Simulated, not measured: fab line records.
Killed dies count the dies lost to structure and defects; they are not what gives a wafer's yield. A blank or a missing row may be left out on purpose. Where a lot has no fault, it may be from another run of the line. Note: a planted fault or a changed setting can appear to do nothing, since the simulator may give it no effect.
A lot that was struck, set against a sound lot + flow rit cmos + 34 out of 202 route steps
Sound: these wafers, L192.2, L192.4, L192.6. Wafers L186.3, L186.5, L186.6 were the ones struck. The cause is named last.
Order at every step that has rows: each side's tool, ch and its chambers, its first start. Under that, the readings that differ: sound wafers + struck wafers + difference of the means + sigmas: that difference in standard deviations of wafers without a fault.
alike: readings with means less than 2 such deviations apart, plus words and numbers identical on both sides. not compared: withheld readings, readings lacking a value on some wafer, bounds such as >300 that could conceal the same value, and numbers that have no deviation in the record and whose values overlap.
A row with sigmas, a row that says differs or no value, or rows on one side alone: a step with any of these is where the two part. Numbers that don't overlap but have no deviation are shown without sigmas and don't part them. A reading that every wafer of one side lacks parts them only if that side has two wafers or more.

first, 3 steps without rows for these wafers: RIT_PWELL_EXPOSE_03 (exposes mask M3, target cd 43700 nm); RIT_PWELL_PEB_04; RIT_PWELL_DEVELOP_05 (develop time 68 s).
RIT_PWELL_OVL_MEAS_06:
  sound on overlay-01 at day 6 17:20; struck on overlay-01 at day 5 08:49
  alike: PWELL_OVL
then, 2 steps without rows for these wafers: RIT_PWELL_HARDBAKE_07 (time 120 s); RIT_PWELL_IMPLANT_08.
RIT_PWELL_STRIP_09: strips in O2, time 180 s.
  sound on plasma asher-03 ch 0, day 6 17:46; struck on plasma asher-01 ch 0,1, day 5 09:18
  alike: drypump motor current A
  not compared: rf hours counter h
RIT_PWELL_TW_MEAS_10:
  sound on film metro-04 at day 6 17:57; struck on film metro-02 at day 5 09:26
  alike: PWELL_TW
then, 1 step without rows for these wafers: RIT_WELLDRIVE_ANNEAL_00 (time 14700 s).
RIT_WELLDRIVE_RS_MEAS_01: a four-point-probe measurement.
  sound on film metro-02 at day 7 01:18; struck on film metro-01 at day 5 15:37
| reading           | sound             | struck            | difference | sigmas |
|-------------------|-------------------|-------------------|------------|--------|
| NWELL_RS (ohm/sq) | 276.6 276.0 276.0 | 274.4 274.8 274.3 | -1.7       | -3     |
RIT_WELLDRIVE_RS_MEAS_02: a four-point-probe measurement.
  sound on film metro-02 at day 7 01:25; struck on film metro-01 at day 5 15:44
  alike: PWELL_RS
then, 1 step without rows for these wafers: RIT_NRETRO_HMDS_00 (prime time 60 s).
RIT_NRETRO_COAT_01: resist thk 1289 nm.
  sound on litho track-02 ch 0, day 7 01:42; struck on litho track-02, day 5 16:01
  no value came back on the struck wafers for chill plate temp C (C), dispense pressure kPa (kPa); on the sound wafers chill plate temp C (C) reads 22.74 22.80 22.87
then, 4 steps without rows for these wafers: RIT_NRETRO_SOFTBAKE_02 (time 60 s); RIT_NRETRO_EXPOSE_03 (exposes mask M4, target cd 43900 nm); RIT_NRETRO_PEB_04; RIT_NRETRO_DEVELOP_05 (develop time 69.64 s).
RIT_NRETRO_OVL_MEAS_06:
  sound on overlay-01 at day 7 02:25; struck on overlay-02 at day 5 16:43
| reading         | sound       | struck | difference                    | sigmas |
|-----------------|-------------|--------|-------------------------------|--------|
| NRETRO_OVL (nm) | 2.9 2.8 3.9 | - - -  | no value on the struck wafers |        |
then, 2 steps without rows for these wafers: RIT_NRETRO_HARDBAKE_07 (time 120 s); RIT_NRETRO_IMPLANT_08.
RIT_NRETRO_STRIP_09: strips in O2, time 180 s.
  sound on plasma asher-03 ch 0,1, day 7 02:50; struck on plasma asher-03 ch 0,1, day 5 17:11
  alike: drypump motor current A
  not compared: rf hours counter h
RIT_NRETRO_TW_MEAS_10:
  sound on film metro-04 at day 7 03:01; struck on film metro-01 at day 5 17:20
| reading   | sound          | struck         | difference | sigmas |
|-----------|----------------|----------------|------------|--------|
| NRETRO_TW | 1036 1032 1032 | 1059 1061 1067 | +29        | +2     |
then, 6 steps without rows for these wafers: RIT_PRETRO_HMDS_00 (prime time 60 s); RIT_PRETRO_COAT_01 (resist thk 1300 nm); RIT_PRETRO_SOFTBAKE_02 (time 60 s); RIT_PRETRO_EXPOSE_03 (exposes mask M5, target cd 43700 nm); RIT_PRETRO_PEB_04; RIT_PRETRO_DEVELOP_05 (develop time 68 s).
RIT_PRETRO_OVL_MEAS_06:
  sound on overlay-01 at day 7 03:58; struck on overlay-01 at day 5 18:23
| reading         | sound         | struck      | difference | sigmas |
|-----------------|---------------|-------------|------------|--------|
| PRETRO_OVL (nm) | -1.5 -0.5 0.0 | 1.6 2.5 1.5 | +2.5       | +2     |
then, 2 steps without rows for these wafers: RIT_PRETRO_HARDBAKE_07 (time 120 s); RIT_PRETRO_IMPLANT_08.
RIT_PRETRO_STRIP_09: strips in O2, time 180 s.
  sound on plasma asher-03 ch 1, day 7 04:23; struck on plasma asher-01 ch 0,1, day 5 18:52
  alike: drypump motor current A
  not compared: rf hours counter h
RIT_PRETRO_TW_MEAS_10:
  sound on film metro-01 at day 7 04:34; struck on film metro-03 at day 5 19:01
| reading   | sound       | struck         | difference | sigmas |
|-----------|-------------|----------------|------------|--------|
| PRETRO_TW | 484 484 481 | 1081 1081 1083 | +599       | +94    |
then, 1 step without rows for these wafers: RIT_GATE_WET_ETCH_00 (etches SiO2 in BOE, target depth 56 nm, time 60 s).

WHERE THEY PART
Earliest at RIT_WELLDRIVE_RS_MEAS_01; latest, in this record, at RIT_PRETRO_TW_MEAS_10.

WHY: what the simulator had put in
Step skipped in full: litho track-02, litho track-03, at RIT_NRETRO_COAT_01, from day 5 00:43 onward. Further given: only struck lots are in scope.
